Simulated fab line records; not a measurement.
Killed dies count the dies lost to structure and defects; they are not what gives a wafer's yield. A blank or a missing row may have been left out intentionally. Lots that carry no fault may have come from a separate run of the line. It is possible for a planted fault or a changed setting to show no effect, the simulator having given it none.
Tool commonality check ; flow ritCmos ; Sampled: 14 lots, 42 wafers

== WHY THIS WAS OPENED ==
Flagged at RIT_GATE_CD_MEAS_16: reading cdNm, on 2 of 14 lots. Wafers without a fault read 149.4 nm, standard deviation 2.2.
Rule: a lot is flagged when every wafer of it that has a number lies more than 4 standard deviations from that mean, or none has a number. The rest of the lots are taken to be sound.

lot;measured;on;cdNm (nm), wafer by wafer;flag
L665;day 2 13:20;cdSem-01;144.6 143.6 148.9;
L666;day 2 17:05;cdSem-01;146.1 147.4 148.5;
L667;day 2 23:22;cdSem-02;150.0 147.2 148.5;
L668;day 3 05:05;cdSem-01;150.3 147.9 147.4;
L669;day 3 09:48;cdSem-02;153.6 152.2 150.9;
L670;day 3 14:38;cdSem-02;150.7 150.2 150.9;
L671;day 3 18:08;cdSem-02;146.3 147.3 149.9;
L672;day 4 01:38;cdSem-01;150.4 150.8 151.3;
L673;day 4 05:57;cdSem-01;359.5 359.0 361.6;FLAGGED
L676;day 5 00:58;cdSem-01;147.4 146.1 149.2;
L675;day 5 01:17;cdSem-02;314.0 313.9 313.0;FLAGGED
L684;day 6 14:24;cdSem-01;150.8 149.1 148.9;
L685;day 6 18:55;cdSem-01;151.7 151.1 152.4;
L687;day 7 03:26;cdSem-02;147.8 152.8 147.8;
The numbers of the flagged lots are 336.8 nm on average: +187.4 nm against the usual, or +85 standard deviations.

== WHICH TOOL RAN EACH LOT ==
2 process steps preceding the reading are held in the record, out of 202 steps in the route. In each cell: the tool, then ch and the chambers that the sampled wafers went through, then the start.
lot;flag;RIT_NRETRO_STRIP_09;RIT_GATE_EXPOSE_13
L665;;plasmaAsher-01 ch 0,1, day 2 06:19;ilineStepper-01 ch 0, day 2 12:56
L666;;plasmaAsher-04 ch 0,1, day 2 10:19;ilineStepper-02 ch 0, day 2 16:41
L667;;plasmaAsher-02 ch 0, day 2 15:23;ilineStepper-01 ch 0, day 2 22:56
L668;;plasmaAsher-01 ch 0,1, day 2 21:51;ilineStepper-01 ch 0, day 3 04:41
L669;;plasmaAsher-04 ch 0,1, day 3 02:26;ilineStepper-01 ch 0, day 3 09:24
L670;;plasmaAsher-01 ch 0,1, day 3 06:52;ilineStepper-02 ch 0, day 3 14:14
L671;;plasmaAsher-02 ch 0,1, day 3 11:24;ilineStepper-01 ch 0, day 3 17:44
L672;;plasmaAsher-04 ch 0,1, day 3 18:07;ilineStepper-01 ch 0, day 4 01:14
L673;FLAGGED;plasmaAsher-02 ch 0,1, day 3 23:28;ilineStepper-01 ch 0, day 4 05:24
L676;;plasmaAsher-01 ch 1, day 4 13:19;ilineStepper-02 ch 0, day 5 00:34
L675;FLAGGED;plasmaAsher-04 ch 0, day 4 11:53;ilineStepper-01 ch 0, day 5 00:53
L684;;plasmaAsher-01 ch 0,1, day 6 07:11;ilineStepper-02 ch 0, day 6 13:59
L685;;plasmaAsher-04 ch 0,1, day 6 11:50;ilineStepper-02 ch 0, day 6 18:30
L687;;plasmaAsher-04 ch 0,1, day 6 21:15;ilineStepper-02 ch 0, day 7 03:02
What is done by these steps:
- RIT_NRETRO_STRIP_09: strips in O2, time 180 s.
- RIT_GATE_EXPOSE_13: exposes mask M6, target cd 150 nm.
- RIT_GATE_CD_MEAS_16: target cd 150 nm.

== FLAGGED OVER TOTAL, TOOL BY TOOL (the gauges that took the reading come last) ==
step;tool;lots run;flagged;share of the flagged lots;sound lots run after its first flagged lot
RIT_NRETRO_STRIP_09;plasmaAsher-01;5;0;none;-
RIT_NRETRO_STRIP_09;plasmaAsher-02;3;1;some;0
RIT_NRETRO_STRIP_09;plasmaAsher-04;6;1;some;2 (L685,L687)
RIT_GATE_EXPOSE_13;ilineStepper-01;8;2;all;0
RIT_GATE_EXPOSE_13;ilineStepper-02;6;0;none;-
RIT_GATE_CD_MEAS_16;cdSem-01;8;1;some;3 (L676,L684,L685)
RIT_GATE_CD_MEAS_16;cdSem-02;6;1;some;1 (L687)

== WHAT IS ALLOWED BY THE TABLE ==
1 row of the table ran every flagged lot: ilineStepper-01 at RIT_GATE_EXPOSE_13.
- ilineStepper-01 at RIT_GATE_EXPOSE_13: 2 of its 8 lots flagged. A fault beginning between L672 (day 4 01:14), its last sound lot, and L673 (day 4 05:24), its first flagged one, fits the data. Its own readings lie more than 4 standard deviations out on every wafer of the flagged lots: exposureDoseMJCm2.
What remains is a single tool, ilineStepper-01 at RIT_GATE_EXPOSE_13.

== WHAT THE SIMULATOR HAD PUT IN ==
Process parameter drift: ilineStepper-01, from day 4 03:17 on, at RIT_GATE_EXPOSE_13. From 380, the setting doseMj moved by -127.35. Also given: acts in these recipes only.
Lots struck among those shown: L673, L675. The same result came from the rule above.
